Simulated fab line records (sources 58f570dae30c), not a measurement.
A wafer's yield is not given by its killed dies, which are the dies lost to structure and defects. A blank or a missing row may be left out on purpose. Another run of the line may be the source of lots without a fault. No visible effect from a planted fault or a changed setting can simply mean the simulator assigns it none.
Which tool was responsible? | flow berkeley cmos170 | 7 lots, 21 wafers sampled, at 2 steps of a route of 331

== WHAT THE GAUGES READ, wafer by wafer ==
UCB170_NLDD_TW_MEAS_11.
lot  | measured     | on            | NLDD_TW
L277 | day 7 22:56  | film metro-02 | 2220 2214 2233
L281 | day 8 11:55  | film metro-02 | 2450 2435 2435 2435 2450 2441
L283 | day 8 23:28  | film metro-03 | 2178 2189 2180
L290 | day 10 08:46 | film metro-03 | 2408 2408 2415 2417 2422 2413
L294 | day 11 09:44 | film metro-04 | 2206 2202 2218
L296 | day 11 22:23 | film metro-04 | 2200 2217 2210
L299 | day 12 21:20 | film metro-02 | 2230 2224 2229

== TOOL THAT RAN EACH LOT (tool first, then ch and the chambers of the sampled wafers, then the start) ==
lot  | UCB170_NLDD_IMPLANT_08
L277 | implanter-02 ch 0, day 7 22:32
L281 | implanter-04 ch 0, day 8 11:05
L283 | implanter-04 ch 0, day 8 23:05
L290 | implanter-04 ch 0, day 10 08:04
L294 | implanter-01 ch 0, day 11 09:20
L296 | implanter-02 ch 0, day 11 21:59
L299 | implanter-04 ch 0, day 12 20:58
- UCB170_NLDD_IMPLANT_08

== THE ANSWER, worked out from the rows above alone ==
Rule: what is usual is taken from the lots themselves. Put in order of their means at a reading, lots are off if they are a third of the lots or fewer, leave a main group of 4 or more, and stand apart from it by a gap of 3 or more times the standard deviation of the main group's means; of several such gaps the widest counts. Not used: any main group whose means are identical at the precision the tables above print for the reading. A lot without any number at a reading at which 4 lots or more have one is off too. The other lots that the step has rows for count as sound.
Off: L281, L290, seen at UCB170_NLDD_TW_MEAS_11 (NLDD_TW). Main group: mean 2210, sd 16.
If a tool, at a process step before that reading, ran all the lots that are off and no sound lot after the first of them, it fits. The gauges at UCB170_NLDD_TW_MEAS_11 are tried like those tools. No candidate that was tried fits.

== WHAT THE SIMULATOR HAD PUT IN ==
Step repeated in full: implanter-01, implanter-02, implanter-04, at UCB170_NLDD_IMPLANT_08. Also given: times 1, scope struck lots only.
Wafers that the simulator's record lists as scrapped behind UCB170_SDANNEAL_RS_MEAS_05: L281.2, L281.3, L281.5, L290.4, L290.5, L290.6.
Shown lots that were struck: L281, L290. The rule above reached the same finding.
